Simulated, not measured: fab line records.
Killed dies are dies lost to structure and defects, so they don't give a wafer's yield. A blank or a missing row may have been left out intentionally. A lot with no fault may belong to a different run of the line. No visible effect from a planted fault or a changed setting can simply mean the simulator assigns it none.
Comparing a struck lot with a sound one || flow rit cmos || 21 steps out of a route of 202
Sound: wafers L344.2, L344.3, L344.6. Wafers struck: L353.1, L353.3, L353.4. At the end, the cause is stated.
Per side, at each step with rows, come the tool, then ch with its chambers, and then its first start. Under that, the readings that differ: sound wafers || struck wafers || difference of the means || sigmas: that difference in standard deviations of wafers without a fault.
alike: readings whose means differ by less than 2 such deviations, and words and numbers that are the same on both sides. not compared: withheld readings, readings that some wafer has no value for, bounds like >300 that may hide the same value, and numbers for which the record gives no deviation and whose values overlap.
Wherever a step has rows on one side only, a row that says differs or no value, or a row with sigmas, the two part there. When numbers do not overlap yet have no deviation, they are printed without sigmas and do not part them. A reading that every wafer of one side lacks parts them only if that side has two wafers or more.

first, 6 steps without rows for these wafers: RIT_NLDD_HMDS_00 (prime time 60 s); RIT_NLDD_COAT_01 (resist thk 1000 nm); RIT_NLDD_SOFTBAKE_02 (time 60 s); RIT_NLDD_EXPOSE_03 (exposes mask M7, target cd 40700 nm); RIT_NLDD_PEB_04; RIT_NLDD_DEVELOP_05 (develop time 50 s).
RIT_NLDD_OVL_MEAS_06:
  struck on overlay-01, day 5 02:04; sound on overlay-01, day 3 04:37
  alike: NLDD_OVL
then, 2 steps without rows for these wafers: RIT_NLDD_HARDBAKE_07 (time 60 s); RIT_NLDD_IMPLANT_08.
RIT_NLDD_STRIP_09: strips in O2, time 180 s.
  sound on plasma asher-02 ch 0,1, day 3 04:57; struck on plasma asher-02 ch 0,1, day 5 02:24
  alike: drypump motor current A, rf refl power W
  not compared: rf hours counter h
RIT_NLDD_TW_MEAS_10:
  struck on film metro-04, day 5 02:35; sound on film metro-04, day 3 05:08
  alike: NLDD_TW
then, 1 step without rows for these wafers: RIT_PLDD_HMDS_00 (prime time 60 s).
RIT_PLDD_COAT_01: resist thk 1000 nm.
  sound on litho track-03 ch 0, day 3 05:22; struck on litho track-03 ch 0, day 5 02:53
{"reading": "model.NOVOLAK_of_PLDD_COAT_01.thk nm (nm)", "sound": "1001 998.3 1001", "struck": "957.5 957.1 957.4", "difference": -42.8, "sigmas": ""}
  alike: dispense pressure kPa, spin speed rpm
then, 4 steps without rows for these wafers: RIT_PLDD_SOFTBAKE_02 (time 60 s); RIT_PLDD_EXPOSE_03 (exposes mask M8, target cd 40900 nm); RIT_PLDD_PEB_04; RIT_PLDD_DEVELOP_05 (develop time 50 s).
RIT_PLDD_OVL_MEAS_06:
  struck on overlay-01, day 5 03:43; sound on overlay-01, day 3 06:23
  alike: PLDD_OVL
RIT_PLDD_HARDBAKE_07: time 60 s.
  sound on litho track-01 ch 0, day 3 06:26; struck on litho track-02 ch 0, day 5 03:45
{"reading": "model.NOVOLAK_of_PLDD_COAT_01.thk nm (nm)", "sound": "884.7 882.2 884.8", "struck": "846.6 846.2 846.5", "difference": -37.5, "sigmas": ""}
then, 1 step without rows for these wafers: RIT_PLDD_IMPLANT_08.
RIT_M1_PROBE_99:
  struck on prober-01, day 5 17:43; sound on prober-02, day 3 20:19
  alike: killed_at_M0_to_M3, killed at contacts, killed at front end, killed dies, killed on rim, killed open, killed short

## WHERE THEY PART
Nowhere in this record.

WHY: whatever the simulator had introduced
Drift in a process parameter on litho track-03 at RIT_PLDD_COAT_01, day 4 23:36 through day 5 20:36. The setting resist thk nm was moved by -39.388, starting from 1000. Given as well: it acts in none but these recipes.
